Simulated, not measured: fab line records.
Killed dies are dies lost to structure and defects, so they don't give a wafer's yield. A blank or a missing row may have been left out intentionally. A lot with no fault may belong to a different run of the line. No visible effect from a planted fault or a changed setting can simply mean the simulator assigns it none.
What tool caused it? || flow berkeley-cmos170 || 15 lots (45 wafers sampled), 1 step of a 331-step route

## WHAT THE GAUGES SHOWED, per wafer
Not one reading of a measure or inspect step in the record can be checked against a usual standard deviation.

## TOOL THAT RAN EACH LOT (tool first, then ch and the chambers of the sampled wafers, then the start)
{"lot": "L216", "UCB170_PFIELD_EXPOSE_03": "krf-scanner-01 ch 0, day 5 11:32"}
{"lot": "L214", "UCB170_PFIELD_EXPOSE_03": "krf-scanner-02 ch 0, day 5 11:52"}
{"lot": "L217", "UCB170_PFIELD_EXPOSE_03": "krf-scanner-02 ch 0, day 5 18:05"}
{"lot": "L218", "UCB170_PFIELD_EXPOSE_03": "krf-scanner-02 ch 0, day 6 10:11"}
{"lot": "L219", "UCB170_PFIELD_EXPOSE_03": "krf-scanner-01 ch 0, day 6 10:32"}
{"lot": "L220", "UCB170_PFIELD_EXPOSE_03": "krf-scanner-01 ch 0, day 6 16:04"}
{"lot": "L222", "UCB170_PFIELD_EXPOSE_03": "krf-scanner-02 ch 0, day 6 16:27"}
{"lot": "L225", "UCB170_PFIELD_EXPOSE_03": "krf-scanner-02, day 7 14:16"}
{"lot": "L229", "UCB170_PFIELD_EXPOSE_03": "krf-scanner-01, day 8 09:50"}
{"lot": "L230", "UCB170_PFIELD_EXPOSE_03": "krf-scanner-02, day 8 10:04"}
{"lot": "L231", "UCB170_PFIELD_EXPOSE_03": "krf-scanner-01 ch 0, day 8 22:54"}
{"lot": "L234", "UCB170_PFIELD_EXPOSE_03": "krf-scanner-02 ch 0, day 9 10:19"}
{"lot": "L232", "UCB170_PFIELD_EXPOSE_03": "krf-scanner-01 ch 0, day 9 10:33"}
{"lot": "L233", "UCB170_PFIELD_EXPOSE_03": "krf-scanner-02 ch 0, day 9 10:47"}
{"lot": "L236", "UCB170_PFIELD_EXPOSE_03": "krf-scanner-02 ch 0, day 10 04:58"}
- UCB170_PFIELD_EXPOSE_03: exposes mask PFIELD, target cd 1500 nm.

## AS READ BY THE TOOLS THEMSELVES (means over the sampled wafers that have a number; for cases with no such wafer, the mark the record gives instead)
UCB170_PFIELD_EXPOSE_03.
{"lot": "L216", "tool": "krf-scanner-01", "exposure-dose-mJ-cm2": 30.48, "focus-offset-nm (nm)": -0.0}
{"lot": "L214", "tool": "krf-scanner-02", "exposure-dose-mJ-cm2": 30.49, "focus-offset-nm (nm)": -0.5}
{"lot": "L217", "tool": "krf-scanner-02", "exposure-dose-mJ-cm2": 30.50, "focus-offset-nm (nm)": -0.7}
{"lot": "L218", "tool": "krf-scanner-02", "exposure-dose-mJ-cm2": 30.49, "focus-offset-nm (nm)": 0.2}
{"lot": "L219", "tool": "krf-scanner-01", "exposure-dose-mJ-cm2": 30.51, "focus-offset-nm (nm)": -0.1}
{"lot": "L220", "tool": "krf-scanner-01", "exposure-dose-mJ-cm2": 30.46, "focus-offset-nm (nm)": 0.4}
{"lot": "L222", "tool": "krf-scanner-02", "exposure-dose-mJ-cm2": 30.50, "focus-offset-nm (nm)": 0.4}
{"lot": "L225", "tool": "krf-scanner-02", "exposure-dose-mJ-cm2": "-", "focus-offset-nm (nm)": "-"}
{"lot": "L229", "tool": "krf-scanner-01", "exposure-dose-mJ-cm2": "-", "focus-offset-nm (nm)": "-"}
{"lot": "L230", "tool": "krf-scanner-02", "exposure-dose-mJ-cm2": "-", "focus-offset-nm (nm)": "-"}
{"lot": "L231", "tool": "krf-scanner-01", "exposure-dose-mJ-cm2": 30.49, "focus-offset-nm (nm)": -0.1}
{"lot": "L234", "tool": "krf-scanner-02", "exposure-dose-mJ-cm2": 30.52, "focus-offset-nm (nm)": -0.2}
{"lot": "L232", "tool": "krf-scanner-01", "exposure-dose-mJ-cm2": 30.52, "focus-offset-nm (nm)": -0.4}
{"lot": "L233", "tool": "krf-scanner-02", "exposure-dose-mJ-cm2": 30.46, "focus-offset-nm (nm)": -0.7}
{"lot": "L236", "tool": "krf-scanner-02", "exposure-dose-mJ-cm2": 30.50, "focus-offset-nm (nm)": 0.3}

## THE ANSWER, worked out from the rows above alone
Rule: the lots themselves supply what counts as usual. The widest of any qualifying gaps counts: lots, ordered by their means at a reading, are off when they make up no more than a third of the lots, leave a main group of 4 or more, and stand apart from it by 3 or more times the standard deviation of that group's means. Not used: any main group whose means are identical at the precision the tables above print for the reading. Also off: a lot with no number at a reading for which 4 or more lots have one. Where the step has rows for the other lots, those lots are counted as sound. First the gauges in route order, then the tools' own readings, where a lot's mean is used as printed above. The first step at which some lot is off is used, and at that step the reading that is off furthest; a lot without a number counts as furthest.
Off at UCB170_PFIELD_EXPOSE_03 (exposure-dose-mJ-cm2): L225, L229, L230. Without a number there: L225, L229, L230. Main group: mean 30.49, sd 0.019.
If a tool, at that step or one of the process steps before it, ran each lot that is off and ran no sound lot following the first of them, it fits. No candidate that was tried fits.

## WHAT HAD BEEN PUT IN BY THE SIMULATOR
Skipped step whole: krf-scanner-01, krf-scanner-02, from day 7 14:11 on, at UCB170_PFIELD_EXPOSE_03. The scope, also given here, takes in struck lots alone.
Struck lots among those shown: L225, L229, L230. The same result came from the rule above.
